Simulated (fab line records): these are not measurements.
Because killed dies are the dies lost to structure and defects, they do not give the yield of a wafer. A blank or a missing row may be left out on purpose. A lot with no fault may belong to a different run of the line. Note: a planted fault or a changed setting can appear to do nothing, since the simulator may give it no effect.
Which of the tools did it? ; flow berkeley_cmos170 ; 7 lots, 21 wafers sampled, at 3 steps of a route of 331

## WHAT EACH GAUGE READ, for each wafer
UCB170_V1_THK_MEAS_04.
lot;measured;on;V1_POLISHED_THK (nm)
L377;day 8 17:37;film_metro-02;997.4 998.8 998.0
L384;day 10 14:23;film_metro-03;1001.0 1000.8 1001.2
L390;day 12 04:57;film_metro-02;1000.0 1000.0 999.2
L392;day 12 22:44;film_metro-02;997.8 998.8 1000.0
L397;day 13 00:40;film_metro-02;999.3 1000.5 999.3
L398;day 13 13:11;film_metro-03;1001.1 999.2 1000.4

## WHICH TOOL RAN EACH LOT (tool, then ch and the chambers of the sampled wafers, then the start)
lot;UCB170_CONTACT_STRIP_19;UCB170_M1_DEVELOP_08
L377;plasma_asher-02 ch 1, day 8 12:05;litho_track-03 ch 0, day 8 13:00
L383;plasma_asher-02 ch 1, day 9 15:50;litho_track-03, day 9 17:00
L384;plasma_asher-02 ch 0,1, day 10 10:03;litho_track-03 ch 0, day 10 11:00
L390;plasma_asher-04 ch 0,1, day 12 00:46;litho_track-02 ch 0, day 12 02:00
L392;plasma_asher-02 ch 0,1, day 12 18:19;litho_track-02 ch 0, day 12 20:00
L397;plasma_asher-02 ch 0,1, day 12 19:10;litho_track-03 ch 0, day 12 21:00
L398;plasma_asher-04 ch 0,1, day 13 06:52;litho_track-01 ch 0, day 13 10:00
- UCB170_CONTACT_STRIP_19: strips in O2.
- UCB170_M1_DEVELOP_08: develop time 45 s.

## THE ANSWER, worked out from the rows above alone
Rule: what is usual is taken from the lots themselves. The widest of any qualifying gaps counts: lots, ordered by their means at a reading, are off when they make up no more than a third of the lots, leave a main group of 4 or more, and stand apart from it by 3 or more times the standard deviation of that group's means. A main group whose means are all the same, to the digits that the tables above print for the reading, isn't used. A lot without any number at a reading at which 4 lots or more have one is off too. Where the step has rows for the other lots, those lots are counted as sound.
No lot is off at any reading shown: from this, nothing can be told.

## WHAT HAD BEEN PUT IN BY THE SIMULATOR
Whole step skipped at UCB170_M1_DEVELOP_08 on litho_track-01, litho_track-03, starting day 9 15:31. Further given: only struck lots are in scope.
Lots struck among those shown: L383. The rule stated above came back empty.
